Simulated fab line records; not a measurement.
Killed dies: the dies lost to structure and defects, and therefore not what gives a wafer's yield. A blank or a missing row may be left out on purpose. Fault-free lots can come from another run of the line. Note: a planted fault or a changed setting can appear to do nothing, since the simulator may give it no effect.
2 desks, one fault / flow rit-cmos / what lay behind the numbers comes last; until then each desk has only its own

== THE METROLOGY DESK ==
What the gauges read for every lot (on any tool): the sampled wafers with a number, averaged. If a lot's mean is further than 4 standard deviations from the usual mean, the lot is out of limits and carries the mark OUT (the distance appears in the brackets).
Columns: A = GATE_OXIDE_THK at RIT_GATE_THK_MEAS_07, usual 3.04 nm; B = GATE_POLY_THK at RIT_GATE_THK_MEAS_09, usual 247.9 nm; C = cd-nm at RIT_GATE_CD_MEAS_16, usual 151.5 nm; D = GATE_OVL at RIT_GATE_OVL_MEAS_17, usual 0.5 nm
lot=L705; first seen here=day 2 09:49; A=2.94; B=247.3; C=153.2; D=1.8
lot=L706; first seen here=day 2 15:40; A=3.02; B=247.3; C=152.9; D=0.2
lot=L717; first seen here=day 5 02:53; A=3.01; B=249.6; C=155.2; D=-1.5
lot=L718; first seen here=day 5 07:02; A=3.04; B=245.0; C=151.5; D=2.2
lot=L724; first seen here=day 6 09:38; A=3.05; B=245.9; C=151.6; D=-1.3
lot=L728; first seen here=day 7 05:01; A=3.03; B=251.2; C=148.8; D=-0.9
This desk found nothing out of limits on any of the 6 lots.

== AT THE TOOL OWNER'S DESK: rie-si-02 ==
The tool's own readings at RIT_GATE_ETCH_19 (etches poly-Si in SF6/CHF3/O2, stops on SiO2, time 165 s, target depth 312.5 nm): means of the sampled wafers that have a number, for each lot that ran on this tool. If a lot's mean is further than 4 standard deviations from the usual mean, the lot is out of limits and carries the mark OUT (the distance appears in the brackets).
Columns: A = drypump-motor-current-A at RIT_GATE_ETCH_19, usual 5.4 A; B = oes-product-au at RIT_GATE_ETCH_19, usual 0.837 a.u.; C = run-length-s at RIT_GATE_ETCH_19, usual 193.2 s; D = throttle-valve-pct at RIT_GATE_ETCH_19, usual 10.21 %
lot=L705; first seen here=day 2 13:14; A=5.8; B=0.843; C=193.8; D=10.09
lot=L717; first seen here=day 5 05:58; A=5.3; B=0.634 (-16) OUT; C=276.5 (+99 or more) OUT; D=10.19
lot=L718; first seen here=day 5 12:16; A=5.7; B=0.637 (-15) OUT; C=277.1 (+99 or more) OUT; D=10.10
This desk's finding: out of limits on L717, L718; first on L717, day 5 05:58 (oes-product-au at RIT_GATE_ETCH_19). L705: within limits.

== PUT TOGETHER ==
At day 5 05:58, on L717, L718, the tool owner's desk was in a position to raise an alarm.
At the metrology desk, nothing out of limits was observed.
The metrology desk has L717, L718 on record, within its limits.
RIT_GATE_ETCH_19 was run on rie-si-02 by each of the lots named.

== WHAT THE SIMULATOR PUT IN ==
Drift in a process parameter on rie-si-02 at RIT_GATE_ETCH_19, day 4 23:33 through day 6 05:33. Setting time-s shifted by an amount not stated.
Lots struck among those shown: L717, L718.
Hours from the fault's start to each desk's first reading out of limits: the tool owner's desk, 6.
